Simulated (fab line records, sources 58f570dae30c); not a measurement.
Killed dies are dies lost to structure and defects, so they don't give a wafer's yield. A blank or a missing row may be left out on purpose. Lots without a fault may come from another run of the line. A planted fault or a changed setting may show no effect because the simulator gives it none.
A struck lot beside a sound one | flow berkeley_cmos170 | 23 steps out of a route of 331
Sound: wafers L528.1, L528.3, L528.5. Struck: wafers L538.3, L538.4, L538.6. The cause comes at the end.
At each step with rows: each side's tool, then ch and its chambers, then its first start. Under that, the readings that differ: sound wafers | struck wafers | difference of the means | sigmas: that difference in standard deviations of wafers without a fault.
alike: readings whose means differ by less than 2 such deviations, and words and numbers that are the same on both sides. not compared: withheld readings, readings that some wafer has no value for, bounds like >300 that may hide the same value, and numbers for which the record gives no deviation and whose values overlap.
The two part at a step that has a row with sigmas, a row that says differs or no value, or rows on one side only. Numbers that don't overlap but have no deviation are shown without sigmas and don't part them. A reading that every wafer of one side lacks parts them only if that side has two wafers or more.

UCB170_M2_OVL_MEAS_16:
  sound on overlay-02, day 10 10:42; struck on overlay-02, day 12 16:35
  alike: M2_OVL
UCB170_M2_ETCH_17: etches BARC in N2/H2.
  sound on rie_diel-03 ch 0,1,3, day 10 10:44; struck on rie_diel-01 ch 2,3, day 12 16:37
  alike: bias_w, drypump_motor_current_A, oes_product_au, throttle_valve_pct
UCB170_M2_METAL_ETCH_18: etches Al in Cl2/BCl3, stops on SiO2, target depth 1170 nm, time 195 s.
  sound on rie_metal-03 ch 0,1, day 10 10:47; struck on rie_metal-03 ch 0,1, day 12 16:43
  alike: bcl3_flow_sccm, bias_w, drypump_motor_current_A, oes_product_au, throttle_valve_pct
  not compared: rf_hours_counter_h
UCB170_M2_STRIP_19: strips in O2.
  sound on plasma_asher-02 ch 1, day 10 10:58; struck on plasma_asher-04 ch 0,1, day 12 16:53
  alike: drypump_motor_current_A, o2_flow_sccm, oes_product_au
  not compared: rf_hours_counter_h
UCB170_M2_CD_MEAS_90: target cd 700 nm.
  sound on cd_sem-01, day 10 11:04; struck on cd_sem-02, day 12 16:59
  alike: cd_nm
UCB170_V2_CVD_00: deposits SiO2 from TEOS/O2, target thk 2000 nm, time 250 s.
  sound on pecvd-01 ch 0,1,2, day 10 11:11; struck on pecvd-02 ch 0,1,2, day 12 17:04
  alike: heater_power_w
UCB170_V2_THK_MEAS_01:
  sound on film_metro-01, day 10 11:20; struck on film_metro-01, day 12 17:14
  alike: V2_TEOS_THK
UCB170_V2_CMP_02: polishes SiO2.
  sound on cmp-01 ch 0,1,2, day 10 11:24; struck on cmp-01 ch 0,1,2, day 12 17:20
  alike: motor_current_A, platen_rpm
UCB170_V2_BOW_MEAS_03:
  sound on film_metro-01, day 10 11:42; struck on film_metro-01, day 12 17:37
  alike: V2_BOW
UCB170_V2_THK_MEAS_04:
  sound on film_metro-01, day 10 11:49; struck on film_metro-01, day 12 17:43
  alike: V2_POLISHED_THK
then, 2 steps without rows for these wafers: UCB170_V2_CLEAN_05 (cleans in DIW); UCB170_V2_HMDS_06 (prime time 60 s).
UCB170_V2_COAT_07: resist thk 900 nm.
  sound on litho_track-01 ch 0, day 10 12:16; struck on litho_track-01 ch 0, day 12 18:23
  reading                             | sound             | struck            | difference | sigmas
  model.KrF_of_V2_COAT_07.thk_nm (nm) | 899.7 900.4 899.8 | 911.2 908.9 911.6 | +10.6      |
then, 4 steps without rows for these wafers: UCB170_V2_SOFTBAKE_08 (time 60 s); UCB170_V2_EXPOSE_09 (exposes mask VIA2, target cd 700 nm); UCB170_V2_PEB_10; UCB170_V2_DEVELOP_11 (develop time 45 s).
UCB170_V2_CD_MEAS_12: target cd 700 nm.
  sound on cd_sem-02, day 10 13:08; struck on cd_sem-01, day 12 19:10
  alike: cd_nm
UCB170_V2_OVL_MEAS_13:
  sound on overlay-02, day 10 13:16; struck on overlay-01, day 12 19:15
  alike: V2_OVL
UCB170_V2_ETCH_14: etches SiO2 in CHF3/CF4/Ar, stops on Al, target depth 1250 nm, time 291 s.
  sound on rie_diel-03 ch 0,3, day 10 13:18; struck on rie_diel-02 ch 0,1,3, day 12 19:17
  reading                             | sound             | struck          | difference | sigmas
  drypump_motor_current_A (A)         | 5.2 5.3 5.2       | 6.1 6.3 6.4     | +1.0       | +2
  model.KrF_of_V2_COAT_07.thk_nm (nm) | 603.5 612.3 604.4 | 624 625.9 628.1 | +19        |
  alike: oes_product_au, throttle_valve_pct
  not compared: rf_hours_counter_h
UCB170_V2_STRIP_15: strips in O2.
  sound on plasma_asher-04 ch 0,1, day 10 13:29; struck on plasma_asher-01 ch 0,1, day 12 19:29
  reading                      | sound             | struck            | difference | sigmas
  strip_time_to_endpoint_s (s) | 15.15 15.37 15.18 | 15.65 15.70 15.74 | +0.46      | +5
  alike: drypump_motor_current_A, o2_flow_sccm, oes_product_au
  not compared: rf_hours_counter_h
UCB170_V2_CD_MEAS_90: target cd 700 nm.
  sound on cd_sem-01, day 10 13:35; struck on cd_sem-01, day 12 19:36
  alike: cd_nm
UCB170_M3_PROBE_99:
  the record has rows for the sound wafers here (prober-01, day 10 16:35) and none for the struck ones

WHERE THEY PART
First at UCB170_V2_ETCH_14; last, within this record, at UCB170_M3_PROBE_99.

WHY: what the simulator had put in
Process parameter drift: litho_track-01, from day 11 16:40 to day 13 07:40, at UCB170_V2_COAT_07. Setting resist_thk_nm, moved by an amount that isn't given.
